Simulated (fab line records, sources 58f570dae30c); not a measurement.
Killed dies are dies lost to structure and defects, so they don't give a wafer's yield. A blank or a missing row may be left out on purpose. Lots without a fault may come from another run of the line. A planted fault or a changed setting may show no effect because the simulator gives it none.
Which tool did it? | flow berkeley_cmos170 | 14 lots, 42 wafers sampled, at 4 steps of a route of 331

WHAT THE GAUGES READ, wafer by wafer
UCB170_PSD_TW_MEAS_10. Usual: PSD_TW 2331, standard deviation 12.
lot  | measured     | on            | PSD_TW         | flag
L949 | day 8 17:15  | film_metro-01 | 2348 2340 2342 |
L950 | day 9 00:56  | film_metro-03 | 2325 2317 2328 |
L951 | day 9 01:13  | film_metro-01 | 2334 2322 2327 |
L952 | day 9 16:06  | film_metro-03 | 2319 2320 2329 |
L954 | day 10 11:36 | film_metro-03 | 2332 2336 2340 |
L956 | day 10 11:50 | film_metro-01 | 2292 2295 2296 | OFF
L957 | day 11 01:10 | film_metro-01 | 2332 2338 2324 |
L960 | day 11 01:22 | film_metro-03 | 2275 2274 2288 | OFF
L959 | day 11 01:28 | film_metro-01 | 2336 2344 2338 |
L964 | day 11 12:04 | film_metro-01 | 2338 2353 2360 |
L963 | day 11 12:20 | film_metro-04 | 2314 2317 2327 |
L968 | day 12 03:19 | film_metro-01 | 2322 2321 2316 |
L970 | day 12 18:20 | film_metro-04 | 2331 2336 2319 |
L972 | day 13 03:50 | film_metro-03 | 2336 2326 2332 |

UCB170_SDANNEAL_RS_MEAS_02: measures by four-point-probe. Usual: PSD_RS 75.6 ohm/sq, standard deviation 0.31.
lot  | measured     | on            | PSD_RS (ohm/sq) | flag
L949 | day 8 20:02  | film_metro-03 | 75.9 75.8 75.9  |
L950 | day 9 04:34  | film_metro-03 | 75.7 75.7 75.8  |
L951 | day 9 05:01  | film_metro-01 | 75.8 76.0 75.8  |
L952 | day 9 18:58  | film_metro-04 | 75.6 75.9 75.7  |
L954 | day 10 14:41 | film_metro-01 | 75.7 75.3 75.7  |
L956 | day 10 15:08 | film_metro-04 | 76.9 76.9 76.6  | OFF
L957 | day 11 05:07 | film_metro-01 | 76.3 76.3 76.1  |
L960 | day 11 06:23 | film_metro-03 | 76.4 76.0 76.4  |
L959 | day 11 06:25 | film_metro-04 | 75.2 75.4 75.4  |
L964 | day 11 16:55 | film_metro-04 | 75.9 75.5 75.7  |
L963 | day 11 18:06 | film_metro-01 | 75.9 75.9 75.7  |
L968 | day 12 06:29 | film_metro-04 | 75.7 75.5 75.6  |
L970 | day 12 23:29 | film_metro-04 | 75.9 75.8 75.6  |
L972 | day 13 12:31 | film_metro-01 | 75.6 75.8 75.8  |

WHICH TOOL RAN EACH LOT (tool, then ch and the chambers of the sampled wafers, then the start)
lot  | UCB170_PSD_IMPLANT_08           | UCB170_PSD_STRIP_09
L949 | implanter-01 ch 0, day 8 17:00  | plasma_asher-04 ch 0,1, day 8 17:09
L950 | implanter-01 ch 0, day 9 00:41  | plasma_asher-02 ch 0,1, day 9 00:50
L951 | implanter-03 ch 0, day 9 00:58  | plasma_asher-04 ch 0,1, day 9 01:07
L952 | implanter-03 ch 0, day 9 15:52  | plasma_asher-02 ch 0,1, day 9 15:59
L954 | implanter-03 ch 0, day 10 11:23 | plasma_asher-03 ch 0,1, day 10 11:31
L956 | implanter-01 ch 0, day 10 11:37 | plasma_asher-02 ch 0,1, day 10 11:45
L957 | implanter-03 ch 0, day 11 00:56 | plasma_asher-02 ch 0,1, day 11 01:03
L960 | implanter-01 ch 0, day 11 01:07 | plasma_asher-02 ch 0,1, day 11 01:16
L959 | implanter-03 ch 0, day 11 01:15 | plasma_asher-03 ch 0,1, day 11 01:23
L964 | implanter-03 ch 0, day 11 11:49 | plasma_asher-04 ch 0,1, day 11 11:57
L963 | implanter-03 ch 0, day 11 12:07 | plasma_asher-03 ch 0,1, day 11 12:16
L968 | implanter-03 ch 0, day 12 03:04 | plasma_asher-02 ch 0,1, day 12 03:12
L970 | implanter-03 ch 0, day 12 18:05 | plasma_asher-02 ch 0,1, day 12 18:14
L972 | implanter-03 ch 0, day 13 03:35 | plasma_asher-02 ch 0,1, day 13 03:44
- UCB170_PSD_IMPLANT_08
- UCB170_PSD_STRIP_09: strips in O2.

WHAT THE TOOLS THEMSELVES READ (means of the sampled wafers that have a number; where no wafer has one, the mark that the record gives instead)
UCB170_PSD_IMPLANT_08. Usual: beam_energy_keV 20.000, standard deviation 0.0058; end_station_pressure_torr 1.26e-05 Torr, standard deviation 6.3e-07; tilt_deg 6.997 degrees, standard deviation 0.02.
lot  | tool         | beam_energy_keV | end_station_pressure_torr (Torr) | tilt_deg (degrees) | flag
L949 | implanter-01 | 19.999          | 1.18e-05                         | 7.003              |
L950 | implanter-01 | 19.994          | 1.25e-05                         | 6.986              |
L951 | implanter-03 | 19.991          | 1.23e-05                         | 7.017              |
L952 | implanter-03 | 19.995          | 1.26e-05                         | 6.965              |
L954 | implanter-03 | 20.003          | 1.25e-05                         | 6.988              |
L956 | implanter-01 | 18.002          | 1.27e-05                         | 7.000              | OFF
L957 | implanter-03 | 19.994          | 1.26e-05                         | 7.004              |
L960 | implanter-01 | 17.999          | 1.25e-05                         | 6.983              | OFF
L959 | implanter-03 | 19.999          | 1.30e-05                         | 6.994              |
L964 | implanter-03 | 19.997          | 1.19e-05                         | 7.013              |
L963 | implanter-03 | 19.996          | 1.22e-05                         | 7.002              |
L968 | implanter-03 | 19.998          | 1.19e-05                         | 6.978              |
L970 | implanter-03 | 19.997          | 1.29e-05                         | 6.993              |
L972 | implanter-03 | 19.991          | 1.23e-05                         | 7.014              |

UCB170_PSD_STRIP_09. Usual: chamber_pressure_mTorr 3500.4 mTorr, standard deviation 2.9; drypump_motor_current_A 6.1 A, standard deviation 0.62; o2_flow_sccm 399.7 sccm, standard deviation 1.2; oes_product_au 0.600 a.u., standard deviation 0.0045; strip_time_to_endpoint_s 29.38 s, standard deviation 0.069.
lot  | tool            | chamber_pressure_mTorr (mTorr) | drypump_motor_current_A (A) | o2_flow_sccm (sccm) | oes_product_au (a.u.) | strip_time_to_endpoint_s (s) | flag
L949 | plasma_asher-04 | 3500.3                         | 5.8                         | 400.5               | 0.603                 | 29.25                        |
L950 | plasma_asher-02 | 3501.5                         | 5.7                         | 399.7               | 0.599                 | 29.36                        |
L951 | plasma_asher-04 | 3500.1                         | 6.2                         | 398.2               | 0.599                 | 29.30                        |
L952 | plasma_asher-02 | 3500.0                         | 6.2                         | 399.0               | 0.600                 | 29.45                        |
L954 | plasma_asher-03 | 3502.9                         | 6.5                         | 399.2               | 0.600                 | 29.28                        |
L956 | plasma_asher-02 | 3498.5                         | 5.7                         | 398.1               | 0.609                 | 28.47                        | OFF
L957 | plasma_asher-02 | 3497.6                         | 5.7                         | 400.6               | 0.605                 | 29.31                        |
L960 | plasma_asher-02 | 3500.6                         | 5.7                         | 400.2               | 0.607                 | 28.47                        | OFF
L959 | plasma_asher-03 | 3500.4                         | 6.3                         | 399.1               | 0.596                 | 29.40                        |
L964 | plasma_asher-04 | 3498.0                         | 5.8                         | 402.6               | 0.599                 | 29.31                        |
L963 | plasma_asher-03 | 3501.4                         | 6.3                         | 397.8               | 0.600                 | 29.36                        |
L968 | plasma_asher-02 | 3496.6                         | 5.7                         | 399.6               | 0.599                 | 29.37                        |
L970 | plasma_asher-02 | 3497.7                         | 6.1                         | 400.1               | 0.601                 | 29.29                        |
L972 | plasma_asher-02 | 3500.7                         | 6.2                         | 400.2               | 0.604                 | 29.41                        |

THE ANSWER, worked out from the rows above alone
Rule: a lot is off if the mean of its wafers that have a number lies more than 3 standard deviations from the usual mean. A lot without any number at a reading at which 4 lots or more have one is off too. The other lots that the step has rows for count as sound. The gauges are gone through in route order, then the tools' own readings, and for those a lot's mean is taken as printed above. The first step at which some lot is off is used, and at that step the reading that is off furthest; a lot without a number counts as furthest.
Off: L956, L960, at UCB170_PSD_TW_MEAS_10 (PSD_TW).
A tool fits if, at a process step before that reading, it ran every lot that is off, and no sound lot after the first of them. The gauges at UCB170_PSD_TW_MEAS_10 aren't tried: what is off there is off at UCB170_PSD_IMPLANT_08 too, on other tools, and a gauge's error can't cause that. One fits: implanter-01 at UCB170_PSD_IMPLANT_08. Its last sound lot is L950 (day 9 00:41), its first lot that is off L956 (day 10 11:37): a fault that began between those two fits.
The tool's own readings at UCB170_PSD_IMPLANT_08 bear it out: on the lots that are off they differ by more than 5 times the standard deviation of the sound lots' means. beam_energy_keV reads 18.000 there against 19.996 on the sound lots.

WHAT THE SIMULATOR HAD PUT IN
Process parameter drift: implanter-01, from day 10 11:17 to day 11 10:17, at UCB170_PSD_IMPLANT_08. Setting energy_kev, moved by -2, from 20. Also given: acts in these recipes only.
Lots struck among those shown: L956, L960. The rule above found the same.
